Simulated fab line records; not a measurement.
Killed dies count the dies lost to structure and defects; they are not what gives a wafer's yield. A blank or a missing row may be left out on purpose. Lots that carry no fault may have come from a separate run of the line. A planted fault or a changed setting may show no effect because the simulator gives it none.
What tool caused it? ; flow rit-cmos ; 39 wafers from 13 lots sampled at 2 of the route's 202 steps

== WHAT THE GAUGES READ, wafer by wafer ==
No reading from a measuring or inspecting step in the record can be judged against a usual standard deviation.

== WHAT TOOL EACH LOT RAN ON (gives the tool, then ch and the chambers of the sampled wafers, and finally the start) ==
lot;RIT_PWELL_EXPOSE_03;RIT_M1_PROBE_99
L866;iline-stepper-02 ch 0, day 1 22:26;-
L867;iline-stepper-02 ch 0, day 2 05:47;-
L868;iline-stepper-01 ch 0, day 2 08:53;-
L870;iline-stepper-01 ch 0, day 2 17:46;-
L871;iline-stepper-01 ch 0, day 2 22:31;-
L875;iline-stepper-02 ch 0, day 3 19:30;prober-02, day 5 06:30
L876;iline-stepper-02 ch 0, day 3 23:50;-
L877;iline-stepper-02 ch 0, day 4 04:33;-
L881;iline-stepper-01 ch 0, day 5 02:12;-
L886;iline-stepper-01 ch 0, day 6 02:09;-
L887;iline-stepper-02 ch 0, day 6 09:57;-
L888;iline-stepper-01 ch 0, day 6 11:55;-
L889;iline-stepper-01 ch 0, day 6 18:08;-
- RIT_PWELL_EXPOSE_03: exposes mask M3, target cd 43700 nm.
- RIT_M1_PROBE_99

== AS READ BY THE TOOLS THEMSELVES (means over the sampled wafers that have a number; for cases with no such wafer, the mark the record gives instead) ==
RIT_M1_PROBE_99. Usual: killed-at-contacts 0.1, standard deviation 0.25; killed-at-front-end 7.1, standard deviation 2.9; killed-dies 7.2, standard deviation 2.9; killed-open 3.6, standard deviation 1.9; killed-short 3.5, standard deviation 1.9.
lot;tool;killed-at-contacts;killed-at-front-end;killed-dies;killed-open;killed-short;flag
L875;prober-02;0.0;5.3;5.3;3.3;2.0;

== THE ANSWER, worked out from the rows above alone ==
Rule: a lot is off if the mean of its wafers that have a number lies more than 3 standard deviations from the usual mean. Also off: a lot with no number at a reading for which 4 or more lots have one. All remaining lots with rows at the step are treated as sound. Order of review: gauges by route order, followed by the tools' own readings, for which a lot's mean as printed above is used. At the first step where some lot is off, the reading lying furthest off is the one used; lots without a number count as furthest.
Across all readings shown, no lot is off: no conclusion can be drawn from this.

== WHAT WAS PUT IN BY THE SIMULATOR ==
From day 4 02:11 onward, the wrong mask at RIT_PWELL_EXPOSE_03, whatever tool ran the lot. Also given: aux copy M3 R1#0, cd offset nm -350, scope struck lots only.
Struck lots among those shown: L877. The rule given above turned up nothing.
